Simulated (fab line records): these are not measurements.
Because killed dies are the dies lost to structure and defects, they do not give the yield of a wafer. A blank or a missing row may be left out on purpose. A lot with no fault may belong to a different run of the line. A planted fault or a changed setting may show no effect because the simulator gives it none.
Which tool is to blame?	flow rit-cmos	14 lots with 42 wafers sampled at 5 steps, on a route of 202 steps

== WHAT THE GAUGES READ, wafer by wafer ==
RIT_FOX2_THK_MEAS_91. Usual: FIELD_OXIDE_LEFT_2_THK typically reads 256 nm, with standard deviation 6.8.
lot	measured	on	FIELD_OXIDE_LEFT_2_THK (nm)	flag
L352	day 2 08:38	film-metro-04	259 261 252	
L353	day 2 18:09	film-metro-02	256 257 256	
L354	day 2 20:24	film-metro-02	261 259 258	
L355	day 3 00:14	film-metro-02	259 258 254	
L356	day 3 04:38	film-metro-04	263 261 260	
L357	day 3 08:41	film-metro-02	254 255 256	
L360	day 4 00:58	film-metro-02	249 247 254	
L366	day 5 06:43	film-metro-02	260 262 262	
L367	day 5 11:28	film-metro-04	245 253 248	
L369	day 5 22:24	film-metro-02	254 247 256	
L370	day 6 02:29	film-metro-02	258 263 261	
L371	day 6 08:51	film-metro-04	254 251 243	
L374	day 6 21:59	film-metro-02	272 273 267	
L375	day 7 04:02	film-metro-02	258 261 260	

RIT_NLDD_TW_MEAS_10. Usual: NLDD_TW typically reads 2507, with standard deviation 15.
lot	measured	on	NLDD_TW	flag
L352	day 2 17:47	film-metro-04	2494 2493 2483	
L353	day 3 03:28	film-metro-03	2515 2517 2522	
L354	day 3 05:47	film-metro-03	2519 2518 2524	
L355	day 3 09:50	film-metro-03	2528 2525 2539	
L356	day 3 13:53	film-metro-03	2512 2519 2511	
L357	day 3 19:07	film-metro-03	2530 2523 2528	
L360	day 4 10:45	film-metro-04	2502 2488 2490	
L366	day 5 18:19	film-metro-03	2503 2500 2505	
L367	day 5 21:05	film-metro-01	2508 2505 2507	
L369	day 6 08:27	film-metro-01	2505 2516 2510	
L370	day 6 12:20	film-metro-01	2512 2516 2530	
L371	day 6 17:59	film-metro-01	2526 2521 2512	
L374	day 7 08:40	film-metro-01	2515 2513 2512	
L375	day 7 13:29	film-metro-01	2509 2520 2526	

RIT_SDANNEAL_RS_MEAS_05: uses a four-point probe to measure. Usual: NSD_RS typically reads 84.51 ohm/sq, with standard deviation 0.3.
lot	measured	on	NSD_RS (ohm/sq)	flag
L352	day 3 01:31	film-metro-03	84.33 84.49 84.21	
L353	day 3 10:58	film-metro-04	84.68 84.35 84.34	
L354	day 3 13:18	film-metro-03	84.38 84.41 84.28	
L355	day 3 17:24	film-metro-01	84.34 84.49 84.14	
L356	day 3 21:33	film-metro-03	86.26 86.32 86.36	OFF
L357	day 4 02:41	film-metro-03	86.15 86.29 86.06	OFF
L360	day 4 18:22	film-metro-04	84.46 84.99 84.60	
L366	day 6 02:05	film-metro-01	84.90 84.73 84.87	
L367	day 6 04:44	film-metro-01	84.45 84.34 84.20	
L369	day 6 16:20	film-metro-03	84.37 84.39 84.49	
L370	day 6 20:16	film-metro-04	84.21 84.43 84.22	
L371	day 7 01:49	film-metro-03	84.33 84.15 84.23	
L374	day 7 16:47	film-metro-03	83.98 84.06 84.17	
L375	day 7 21:15	film-metro-01	84.36 84.43 84.83	

== EACH LOT AND THE TOOL THAT RAN IT (in order: tool; ch and the chambers of the sampled wafers; start) ==
lot	RIT_NSD_IMPLANT_08	RIT_SDANNEAL_RTA_03
L352	implanter-01 ch 0, day 2 23:02	rtp-anneal-01 ch 0, day 3 01:20
L353	implanter-01 ch 0, day 3 08:35	rtp-anneal-02 ch 0, day 3 10:47
L354	implanter-01 ch 0, day 3 10:56	rtp-anneal-01 ch 0, day 3 13:07
L355	implanter-01 ch 0, day 3 15:02	rtp-anneal-02 ch 0, day 3 17:14
L356	implanter-01 ch 0, day 3 19:04	rtp-anneal-01 ch 0, day 3 21:22
L357	implanter-01 ch 0, day 4 00:20	rtp-anneal-02 ch 0, day 4 02:30
L360	implanter-02 ch 0, day 4 15:53	rtp-anneal-01 ch 0, day 4 18:11
L366	implanter-02 ch 0, day 5 23:31	rtp-anneal-01 ch 0, day 6 01:54
L367	implanter-04 ch 0, day 6 02:23	rtp-anneal-02 ch 0, day 6 04:34
L369	implanter-02 ch 0, day 6 13:46	rtp-anneal-01 ch 0, day 6 16:10
L370	implanter-02 ch 0, day 6 17:35	rtp-anneal-02 ch 0, day 6 20:04
L371	implanter-02 ch 0, day 6 23:20	rtp-anneal-01 ch 0, day 7 01:38
L374	implanter-01 ch 0, day 7 14:05	rtp-anneal-02 ch 0, day 7 16:36
L375	implanter-02 ch 0, day 7 18:33	rtp-anneal-02 ch 0, day 7 21:04
- RIT_NSD_IMPLANT_08
- RIT_SDANNEAL_RTA_03: time 5 s.

== WHAT THE TOOLS THEMSELVES READ (means of the sampled wafers that have a number; where no wafer has one, the mark that the record gives instead) ==
RIT_NSD_IMPLANT_08. Usual: beam-on-s 10.00 s, standard deviation 0.21; dose-ions-cm2 1e+15, standard deviation 9.4e+11.
lot	tool	beam-on-s (s)	dose-ions-cm2	flag
L352	implanter-01	10.03	1e+15	
L353	implanter-01	10.07	1e+15	
L354	implanter-01	9.84	1e+15	
L355	implanter-01	9.79	1e+15	
L356	implanter-01	9.78	1e+15	
L357	implanter-01	9.89	1e+15	
L360	implanter-02	10.13	1e+15	
L366	implanter-02	10.12	1e+15	
L367	implanter-04	9.88	1e+15	
L369	implanter-02	10.13	1e+15	
L370	implanter-02	10.07	1e+15	
L371	implanter-02	10.20	1e+15	
L374	implanter-01	10.04	1e+15	
L375	implanter-02	9.86	1e+15	

RIT_SDANNEAL_RTA_03. Usual: wafer_temp_C_max 1053.4, standard deviation 1.1.
lot	tool	wafer_temp_C_max	flag
L352	rtp-anneal-01	1053.7	
L353	rtp-anneal-02	1053.9	
L354	rtp-anneal-01	1052.4	
L355	rtp-anneal-02	1052.7	
L356	rtp-anneal-01	1053.1	
L357	rtp-anneal-02	1053.2	
L360	rtp-anneal-01	1053.8	
L366	rtp-anneal-01	1053.1	
L367	rtp-anneal-02	1052.5	
L369	rtp-anneal-01	1052.9	
L370	rtp-anneal-02	1054.0	
L371	rtp-anneal-01	1054.0	
L374	rtp-anneal-02	1052.5	
L375	rtp-anneal-02	1053.6	

== THE ANSWER, worked out from the rows above alone ==
Rule: a lot counts as off when the mean over its wafers that have a number is more than 3 standard deviations away from the usual mean. A lot without any number at a reading at which 4 lots or more have one is off too. Any other lot the step has rows for is counted as sound. After the gauges, taken in route order, come the tools' own readings; for these a lot's mean is taken, as printed above. At the first step where some lot is off, the reading lying furthest off is the one used; lots without a number count as furthest.
Off: at RIT_SDANNEAL_RS_MEAS_05 (NSD_RS), L356, L357.
A tool fits if, at a process step before that reading, it ran every lot that is off, and no sound lot after the first of them. Gauges at RIT_SDANNEAL_RS_MEAS_05: tried the same way as those tools. Not one of the candidates tried fits.

== WHAT THE SIMULATOR PUT IN ==
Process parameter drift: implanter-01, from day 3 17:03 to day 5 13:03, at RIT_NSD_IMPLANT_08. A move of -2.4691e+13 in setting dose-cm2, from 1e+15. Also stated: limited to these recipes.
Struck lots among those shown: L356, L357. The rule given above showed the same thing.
